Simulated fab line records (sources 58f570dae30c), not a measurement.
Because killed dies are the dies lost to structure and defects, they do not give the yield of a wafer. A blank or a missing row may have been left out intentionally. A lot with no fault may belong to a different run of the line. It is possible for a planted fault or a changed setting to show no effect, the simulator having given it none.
Check for tools in common :: flow berkeley cmos170 :: 14 lots, 42 wafers sampled

WHY IT WAS OPENED
At UCB170_SPACER_THK_MEAS_01 the reading SPACER_TEOS_THK is flagged on 2 of 14 lots. No-fault wafers: 373 nm, standard deviation 5.4.
Rule: a lot gets a flag if all its wafers with a number sit over 4 standard deviations from that mean, or if no wafer of it has a number. The other lots count as sound.

lot: L712
measured: day 7 09:00
on: film metro-04
SPACER_TEOS_THK (nm), wafer by wafer: 364 373 378
flag: 

lot: L714
measured: day 7 18:59
on: film metro-04
SPACER_TEOS_THK (nm), wafer by wafer: 372 380 376
flag: 

lot: L713
measured: day 7 19:11
on: film metro-04
SPACER_TEOS_THK (nm), wafer by wafer: 368 377 379
flag: 

lot: L715
measured: day 8 07:26
on: film metro-04
SPACER_TEOS_THK (nm), wafer by wafer: 368 379 375
flag: 

lot: L716
measured: day 8 08:12
on: film metro-01
SPACER_TEOS_THK (nm), wafer by wafer: 363 382 383
flag: 

lot: L719
measured: day 8 22:43
on: film metro-02
SPACER_TEOS_THK (nm), wafer by wafer: 362 366 365
flag: 

lot: L718
measured: day 8 23:16
on: film metro-01
SPACER_TEOS_THK (nm), wafer by wafer: 361 381 379
flag: 

lot: L722
measured: day 9 08:18
on: film metro-01
SPACER_TEOS_THK (nm), wafer by wafer: 376 378 377
flag: 

lot: L720
measured: day 9 09:05
on: film metro-04
SPACER_TEOS_THK (nm), wafer by wafer: 373 377 374
flag: 

lot: L721
measured: day 9 09:34
on: film metro-01
SPACER_TEOS_THK (nm), wafer by wafer: 370 373 367
flag: 

lot: L723
measured: day 10 02:10
on: film metro-01
SPACER_TEOS_THK (nm), wafer by wafer: 325 328 326
flag: FLAGGED

lot: L726
measured: day 10 16:19
on: film metro-04
SPACER_TEOS_THK (nm), wafer by wafer: 370 368 380
flag: 

lot: L728
measured: day 10 16:30
on: film metro-02
SPACER_TEOS_THK (nm), wafer by wafer: 324 332 329
flag: FLAGGED

lot: L734
measured: day 11 21:04
on: film metro-01
SPACER_TEOS_THK (nm), wafer by wafer: 367 373 375
flag: 
Average over the flagged lots: 327 nm; offset from the usual -46 nm, equal to -8 standard deviations.

LOT BY LOT: THE TOOL USED
Before the reading, the record contains 2 process steps out of a 331-step route. Each cell gives the tool, then ch followed by the chambers the sampled wafers passed through, then the start.
lot: L712
flag: 
UCB170_NVT_STRIP_08: plasma asher-04 ch 0,1, day 6 11:03
UCB170_SPACER_CVD_00: pecvd-04 ch 0,1,2, day 7 08:58

lot: L714
flag: 
UCB170_NVT_STRIP_08: plasma asher-02 ch 1, day 6 16:27
UCB170_SPACER_CVD_00: pecvd-04 ch 0,1, day 7 18:56

lot: L713
flag: 
UCB170_NVT_STRIP_08: plasma asher-01 ch 0, day 6 16:38
UCB170_SPACER_CVD_00: pecvd-01 ch 0,1,2, day 7 19:08

lot: L715
flag: 
UCB170_NVT_STRIP_08: plasma asher-04 ch 1, day 7 06:32
UCB170_SPACER_CVD_00: pecvd-02 ch 0,1,2, day 8 07:23

lot: L716
flag: 
UCB170_NVT_STRIP_08: plasma asher-04 ch 0,1, day 7 12:34
UCB170_SPACER_CVD_00: pecvd-04 ch 0,1,2, day 8 08:09

lot: L719
flag: 
UCB170_NVT_STRIP_08: plasma asher-02 ch 0,1, day 7 21:45
UCB170_SPACER_CVD_00: pecvd-02 ch 0,1,2, day 8 22:38

lot: L718
flag: 
UCB170_NVT_STRIP_08: plasma asher-01 ch 0,1, day 7 22:01
UCB170_SPACER_CVD_00: pecvd-04 ch 0,1,2, day 8 23:13

lot: L722
flag: 
UCB170_NVT_STRIP_08: plasma asher-01 ch 1, day 8 13:53
UCB170_SPACER_CVD_00: pecvd-02 ch 0,2, day 9 08:16

lot: L720
flag: 
UCB170_NVT_STRIP_08: plasma asher-04 ch 0,1, day 8 14:14
UCB170_SPACER_CVD_00: pecvd-01 ch 0,1, day 9 09:02

lot: L721
flag: 
UCB170_NVT_STRIP_08: plasma asher-02 ch 0,1, day 8 14:07
UCB170_SPACER_CVD_00: pecvd-04 ch 0,1,2, day 9 09:31

lot: L723
flag: FLAGGED
UCB170_NVT_STRIP_08: plasma asher-04 ch 0,1, day 9 04:11
UCB170_SPACER_CVD_00: pecvd-02 ch 0,1,2, day 10 02:07

lot: L726
flag: 
UCB170_NVT_STRIP_08: plasma asher-02 ch 0,1, day 9 18:40
UCB170_SPACER_CVD_00: pecvd-04 ch 0,1,2, day 10 16:17

lot: L728
flag: FLAGGED
UCB170_NVT_STRIP_08: plasma asher-04 ch 0,1, day 9 18:47
UCB170_SPACER_CVD_00: pecvd-02 ch 1,2, day 10 16:28

lot: L734
flag: 
UCB170_NVT_STRIP_08: plasma asher-01 ch 0,1, day 10 18:54
UCB170_SPACER_CVD_00: pecvd-04 ch 1,2, day 11 21:01
These steps, and what they do:
- UCB170_NVT_STRIP_08: strips in O2.
- UCB170_SPACER_CVD_00: deposits SiO2 from TEOS/O2, target thk 376 nm, time 47 s.
- UCB170_SPACER_THK_MEAS_01

FLAGGED OVER TOTAL, TOOL BY TOOL (the gauges that took the reading come last)
step: UCB170_NVT_STRIP_08
tool: plasma asher-01
lots run: 4
flagged: 0
share of the flagged lots: none
sound lots run after its first flagged lot: -

step: UCB170_NVT_STRIP_08
tool: plasma asher-02
lots run: 4
flagged: 0
share of the flagged lots: none
sound lots run after its first flagged lot: -

step: UCB170_NVT_STRIP_08
tool: plasma asher-04
lots run: 6
flagged: 2
share of the flagged lots: all
sound lots run after its first flagged lot: 0

step: UCB170_SPACER_CVD_00
tool: pecvd-01
lots run: 2
flagged: 0
share of the flagged lots: none
sound lots run after its first flagged lot: -

step: UCB170_SPACER_CVD_00
tool: pecvd-02
lots run: 5
flagged: 2
share of the flagged lots: all
sound lots run after its first flagged lot: 0

step: UCB170_SPACER_CVD_00
tool: pecvd-04
lots run: 7
flagged: 0
share of the flagged lots: none
sound lots run after its first flagged lot: -

step: UCB170_SPACER_THK_MEAS_01
tool: film metro-01
lots run: 6
flagged: 1
share of the flagged lots: some
sound lots run after its first flagged lot: 1 (L734)

step: UCB170_SPACER_THK_MEAS_01
tool: film metro-02
lots run: 2
flagged: 1
share of the flagged lots: some
sound lots run after its first flagged lot: 0

step: UCB170_SPACER_THK_MEAS_01
tool: film metro-04
lots run: 6
flagged: 0
share of the flagged lots: none
sound lots run after its first flagged lot: -

WHAT THE TABLE ALLOWS
2 rows of the table ran every flagged lot: plasma asher-04 at UCB170_NVT_STRIP_08, pecvd-02 at UCB170_SPACER_CVD_00.
- plasma asher-04 at UCB170_NVT_STRIP_08 ran 6 lots, 2 of them flagged. A fault beginning between L720 (day 8 14:14), its last sound lot, and L723 (day 9 04:11), its first flagged one, fits the data.
- pecvd-02 at UCB170_SPACER_CVD_00 ran 5 lots, 2 of them flagged. A fault beginning between L722 (day 9 08:16), its last sound lot, and L723 (day 10 02:07), its first flagged one, fits the data.
These 2 tools cannot be told apart by counting lots, since each of them fits a fault that started at some hour. More lots, or a look at what each step does to the wafer, might.

WHAT THE SIMULATOR PUT IN
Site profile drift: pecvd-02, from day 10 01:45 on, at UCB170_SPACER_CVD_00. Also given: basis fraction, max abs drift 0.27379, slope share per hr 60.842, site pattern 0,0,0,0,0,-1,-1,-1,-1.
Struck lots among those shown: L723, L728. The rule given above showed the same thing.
